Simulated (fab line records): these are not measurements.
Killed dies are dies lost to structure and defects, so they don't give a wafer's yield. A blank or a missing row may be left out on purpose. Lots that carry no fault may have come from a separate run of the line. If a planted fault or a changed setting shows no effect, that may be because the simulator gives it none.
Which tool was responsible? + flow berkeleyCmos170 + Sampling: 14 lots, 42 wafers, 4 of 331 route steps

WHAT THE GAUGES READ, wafer by wafer
UCB170_M2_RS_MEAS_02: measures by four-point-probe.
| lot  | measured     | on           | M2_AL_RS (ohm/sq)    |
|------|--------------|--------------|----------------------|
| L125 | day 8 06:34  | filmMetro-01 | 0.0311 0.0304 0.0310 |
| L126 | day 8 11:43  | filmMetro-04 | 0.0304 0.0310 0.0310 |
| L127 | day 8 20:52  | filmMetro-03 | 0.0302 0.0311 0.0302 |
| L128 | day 9 05:55  | filmMetro-03 | 0.0308 0.0304 0.0313 |
| L130 | day 9 05:38  | filmMetro-03 | 0.0310 0.0304 0.0311 |
| L132 | day 10 00:40 | filmMetro-03 | 0.0306 0.0306 0.0301 |
| L134 | day 10 20:09 | filmMetro-03 | 0.0311 0.0309 0.0310 |
| L137 | day 11 04:14 | filmMetro-01 | 0.0307 0.0311 0.0312 |
| L138 | day 11 04:19 | filmMetro-04 | 0.0309 0.0313 0.0313 |
| L142 | day 11 18:17 | filmMetro-03 | 0.0308 0.0301 0.0302 |
| L143 | day 13 08:16 | filmMetro-04 | 0.0304 0.0308 0.0307 |
| L144 | day 13 13:07 | filmMetro-03 | 0.0307 0.0311 0.0307 |
| L145 | day 13 21:22 | filmMetro-04 | 0.0311 0.0305 0.0302 |
| L148 | day 14 00:01 | filmMetro-04 | 0.0310 0.0308 0.0307 |

UCB170_V2_THK_MEAS_04.
| lot  | measured     | on           | V2_POLISHED_THK (nm) |
|------|--------------|--------------|----------------------|
| L125 | day 8 09:35  | filmMetro-04 | 999.8 1000.1 1000.3  |
| L126 | day 8 14:41  | filmMetro-02 | 1000.0 999.8 1000.2  |
| L127 | day 9 00:05  | filmMetro-04 | 999.6 1000.6 1000.8  |
| L128 | day 9 09:52  | filmMetro-04 | 1000.8 999.5 1000.1  |
| L130 | day 9 09:30  | filmMetro-01 | 999.2 1000.7 998.7   |
| L132 | day 10 03:46 | filmMetro-01 | 1001.2 1000.5 1001.2 |
| L134 | day 10 23:23 | filmMetro-01 | 999.8 1000.7 997.9   |
| L137 | day 11 07:18 | filmMetro-02 | 999.1 998.2 999.1    |
| L138 | day 11 07:34 | filmMetro-02 | 1000.5 999.3 1000.0  |
| L142 | day 12 00:50 | filmMetro-01 | 999.1 1000.6 1002.7  |
| L143 | day 13 13:19 | filmMetro-01 | 999.6 999.0 999.6    |
| L144 | day 13 17:00 | filmMetro-02 | 1000.4 1000.2 1000.4 |
| L145 | day 14 01:04 | filmMetro-01 | 998.2 999.8 997.8    |
| L148 | day 14 07:22 | filmMetro-02 | 998.9 999.3 1001.5   |

TOOL THAT RAN EACH LOT (tool first, then ch and the chambers of the sampled wafers, then the start)
| lot  | UCB170_SACOX_OXIDATION_01     | UCB170_M2_SPUTTER_01        |
|------|-------------------------------|-----------------------------|
| L125 | furnace-04 ch 0, day 5 09:48  | pvdSputter-02, day 8 06:29  |
| L126 | furnace-04 ch 0, day 5 09:48  | pvdSputter-02, day 8 11:36  |
| L127 | furnace-04 ch 0, day 6 08:51  | pvdSputter-02, day 8 20:44  |
| L128 | furnace-01 ch 0, day 6 17:20  | pvdSputter-02, day 9 05:50  |
| L130 | furnace-01 ch 0, day 6 17:20  | pvdSputter-04, day 9 05:33  |
| L132 | furnace-02 ch 0, day 7 15:40  | pvdSputter-04, day 10 00:33 |
| L134 | furnace-04 ch 0, day 7 22:37  | pvdSputter-02, day 10 20:04 |
| L137 | furnace-04 ch 0, day 8 11:02  | pvdSputter-04, day 11 04:08 |
| L138 | furnace-04 ch 0, day 8 11:02  | pvdSputter-02, day 11 04:13 |
| L142 | furnace-01 ch 0, day 9 05:04  | pvdSputter-02, day 11 18:11 |
| L143 | furnace-01 ch 0, day 9 22:13  | pvdSputter-01, day 13 08:10 |
| L144 | furnace-01 ch 0, day 9 22:13  | pvdSputter-01, day 13 13:02 |
| L145 | furnace-01 ch 0, day 10 10:13 | pvdSputter-04, day 13 21:17 |
| L148 | furnace-02 ch 0, day 10 22:31 | pvdSputter-04, day 13 23:55 |
- UCB170_SACOX_OXIDATION_01: target thk 14.4 nm, ox time 2400 s.
- UCB170_M2_SPUTTER_01: material Al, target thk 900 nm, time 125.6 s.

AS READ BY THE TOOLS THEMSELVES (means over the sampled wafers that have a number; for cases with no such wafer, the mark the record gives instead)
UCB170_M2_SPUTTER_01.
| lot  | tool          | throttleValvePct (%) |
|------|---------------|----------------------|
| L125 | pvdSputter-02 | 30.6                 |
| L126 | pvdSputter-02 | 29.0                 |
| L127 | pvdSputter-02 | 29.7                 |
| L128 | pvdSputter-02 | 29.8                 |
| L130 | pvdSputter-04 | 31.1                 |
| L132 | pvdSputter-04 | 31.2                 |
| L134 | pvdSputter-02 | 29.0                 |
| L137 | pvdSputter-04 | 31.3                 |
| L138 | pvdSputter-02 | 30.0                 |
| L142 | pvdSputter-02 | 29.7                 |
| L143 | pvdSputter-01 | 30.2                 |
| L144 | pvdSputter-01 | 29.8                 |
| L145 | pvdSputter-04 | 30.9                 |
| L148 | pvdSputter-04 | 30.7                 |

THE ANSWER, worked out from the rows above alone
Rule: the lots themselves supply what counts as usual. Put in order of their means at a reading, lots are off if they are a third of the lots or fewer, leave a main group of 4 or more, and stand apart from it by a gap of 3 or more times the standard deviation of the main group's means; of several such gaps the widest counts. A main group whose means are all the same, to the digits that the tables above print for the reading, isn't used. A lot without any number at a reading at which 4 lots or more have one is off too. The other lots that the step has rows for count as sound. First the gauges in route order, then the tools' own readings, where a lot's mean is used as printed above. At the first step where some lot is off, the reading lying furthest off is the one used; lots without a number count as furthest.
No lot is off at any reading shown: from this, nothing can be told.

WHAT THE SIMULATOR HAD INSERTED
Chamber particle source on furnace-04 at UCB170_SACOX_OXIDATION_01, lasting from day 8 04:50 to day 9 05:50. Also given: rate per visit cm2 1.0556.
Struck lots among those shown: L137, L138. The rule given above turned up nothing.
